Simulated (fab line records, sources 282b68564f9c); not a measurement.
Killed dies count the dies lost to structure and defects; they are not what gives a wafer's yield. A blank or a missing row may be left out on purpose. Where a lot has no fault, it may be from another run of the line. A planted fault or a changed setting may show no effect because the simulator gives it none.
The tool behind it: which one? || flow ritCmos || 39 wafers from 13 lots sampled at 3 of the route's 202 steps

## WHAT THE GAUGES READ, wafer by wafer
RIT_PLDD_OVL_MEAS_06. Usual: for PLDD_OVL the level is -1.3 nm and the standard deviation is 1.5.
{"lot": "L230", "measured": "day 2 21:58", "on": "overlay-02", "PLDD_OVL (nm)": "-0.6 -1.5 -1.2", "flag": ""}
{"lot": "L233", "measured": "day 3 09:31", "on": "overlay-02", "PLDD_OVL (nm)": "-1.1 -0.8 -2.1", "flag": ""}
{"lot": "L234", "measured": "day 3 14:17", "on": "overlay-02", "PLDD_OVL (nm)": "-2.4 -2.3 -0.9", "flag": ""}
{"lot": "L235", "measured": "day 3 22:01", "on": "overlay-01", "PLDD_OVL (nm)": "-4.1 -0.5 -1.6", "flag": ""}
{"lot": "L236", "measured": "day 4 00:55", "on": "overlay-01", "PLDD_OVL (nm)": "-1.0 -1.0 -0.8", "flag": ""}
{"lot": "L237", "measured": "day 4 07:23", "on": "overlay-01", "PLDD_OVL (nm)": "-0.8 -0.8 -0.7", "flag": ""}
{"lot": "L240", "measured": "day 4 21:12", "on": "overlay-02", "PLDD_OVL (nm)": "- - -", "flag": "OFF"}
{"lot": "L242", "measured": "day 5 10:22", "on": "overlay-02", "PLDD_OVL (nm)": "-0.2 -0.3 -1.2", "flag": ""}
{"lot": "L244", "measured": "day 5 18:06", "on": "overlay-02", "PLDD_OVL (nm)": "-0.6 -2.0 -2.1", "flag": ""}
{"lot": "L246", "measured": "day 6 04:07", "on": "overlay-02", "PLDD_OVL (nm)": "-0.4 -2.8 -0.5", "flag": ""}
{"lot": "L249", "measured": "day 6 18:38", "on": "overlay-01", "PLDD_OVL (nm)": "-1.6 -3.6 -3.1", "flag": ""}
{"lot": "L251", "measured": "day 7 05:26", "on": "overlay-02", "PLDD_OVL (nm)": "0.1 1.5 -1.8", "flag": ""}
{"lot": "L252", "measured": "day 7 08:20", "on": "overlay-01", "PLDD_OVL (nm)": "0.5 -2.5 0.4", "flag": ""}

RIT_PLDD_TW_MEAS_10. Usual: for PLDD_TW the level is 2348 and the standard deviation is 15.
{"lot": "L230", "measured": "day 2 22:29", "on": "filmMetro-01", "PLDD_TW": "2361 2363 2355", "flag": ""}
{"lot": "L233", "measured": "day 3 10:07", "on": "filmMetro-03", "PLDD_TW": "2353 2360 2363", "flag": ""}
{"lot": "L234", "measured": "day 3 14:47", "on": "filmMetro-01", "PLDD_TW": "2362 2378 2373", "flag": ""}
{"lot": "L235", "measured": "day 3 22:32", "on": "filmMetro-02", "PLDD_TW": "2353 2348 2377", "flag": ""}
{"lot": "L236", "measured": "day 4 01:25", "on": "filmMetro-03", "PLDD_TW": "2347 2354 2332", "flag": ""}
{"lot": "L237", "measured": "day 4 07:53", "on": "filmMetro-03", "PLDD_TW": "2349 2336 2346", "flag": ""}
{"lot": "L240", "measured": "day 4 21:43", "on": "filmMetro-01", "PLDD_TW": "30 30 30 30 30 30", "flag": "OFF"}
{"lot": "L242", "measured": "day 5 10:53", "on": "filmMetro-02", "PLDD_TW": "2317 2315 2310", "flag": ""}
{"lot": "L244", "measured": "day 5 18:37", "on": "filmMetro-02", "PLDD_TW": "2316 2320 2315", "flag": ""}
{"lot": "L246", "measured": "day 6 04:37", "on": "filmMetro-01", "PLDD_TW": "2366 2367 2372", "flag": ""}
{"lot": "L249", "measured": "day 6 19:09", "on": "filmMetro-01", "PLDD_TW": "2361 2366 2360", "flag": ""}
{"lot": "L251", "measured": "day 7 05:58", "on": "filmMetro-03", "PLDD_TW": "2335 2358 2359", "flag": ""}
{"lot": "L252", "measured": "day 7 08:52", "on": "filmMetro-02", "PLDD_TW": "2323 2326 2329", "flag": ""}

## WHICH TOOL RAN EACH LOT (tool, then ch and the chambers of the sampled wafers, then the start)
{"lot": "L230", "RIT_PLDD_EXPOSE_03": "ilineStepper-02 ch 0, day 2 21:35"}
{"lot": "L233", "RIT_PLDD_EXPOSE_03": "ilineStepper-02 ch 0, day 3 08:59"}
{"lot": "L234", "RIT_PLDD_EXPOSE_03": "ilineStepper-02 ch 0, day 3 13:53"}
{"lot": "L235", "RIT_PLDD_EXPOSE_03": "ilineStepper-01 ch 0, day 3 21:37"}
{"lot": "L236", "RIT_PLDD_EXPOSE_03": "ilineStepper-01 ch 0, day 4 00:31"}
{"lot": "L237", "RIT_PLDD_EXPOSE_03": "ilineStepper-02 ch 0, day 4 06:59"}
{"lot": "L240", "RIT_PLDD_EXPOSE_03": "ilineStepper-01 ch 0, day 4 20:49"}
{"lot": "L242", "RIT_PLDD_EXPOSE_03": "ilineStepper-01 ch 0, day 5 09:58"}
{"lot": "L244", "RIT_PLDD_EXPOSE_03": "ilineStepper-02 ch 0, day 5 17:44"}
{"lot": "L246", "RIT_PLDD_EXPOSE_03": "ilineStepper-01 ch 0, day 6 03:43"}
{"lot": "L249", "RIT_PLDD_EXPOSE_03": "ilineStepper-01 ch 0, day 6 18:15"}
{"lot": "L251", "RIT_PLDD_EXPOSE_03": "ilineStepper-01 ch 0, day 7 05:04"}
{"lot": "L252", "RIT_PLDD_EXPOSE_03": "ilineStepper-01 ch 0, day 7 07:58"}
- RIT_PLDD_EXPOSE_03: exposes mask M8, target cd 40900 nm.

## WHAT THE TOOLS THEMSELVES READ (means of the sampled wafers that have a number; where no wafer has one, the mark that the record gives instead)
The record holds no such reading with a usual standard deviation.

## THE ANSWER, worked out from the rows above alone
Rule: take the mean of a lot's wafers that have a number; if it is more than 3 standard deviations from the usual mean, the lot is off. Also off: a lot with no number at a reading for which 4 or more lots have one. Where the step has rows for the other lots, those lots are counted as sound. The gauges are gone through in route order, then the tools' own readings, and for those a lot's mean is taken as printed above. At the first step where some lot is off, the reading lying furthest off is the one used; lots without a number count as furthest.
Off: L240, seen at RIT_PLDD_OVL_MEAS_06 (PLDD_OVL). Without a number there: L240.
A tool fits if, at a process step before that reading, it ran every lot that is off, and no sound lot after the first of them. The gauges at RIT_PLDD_OVL_MEAS_06 aren't tried: what is off there is off at RIT_PLDD_TW_MEAS_10 too, on other tools, and a gauge's error can't cause that. No candidate that was tried fits.

## WHAT THE SIMULATOR PUT IN
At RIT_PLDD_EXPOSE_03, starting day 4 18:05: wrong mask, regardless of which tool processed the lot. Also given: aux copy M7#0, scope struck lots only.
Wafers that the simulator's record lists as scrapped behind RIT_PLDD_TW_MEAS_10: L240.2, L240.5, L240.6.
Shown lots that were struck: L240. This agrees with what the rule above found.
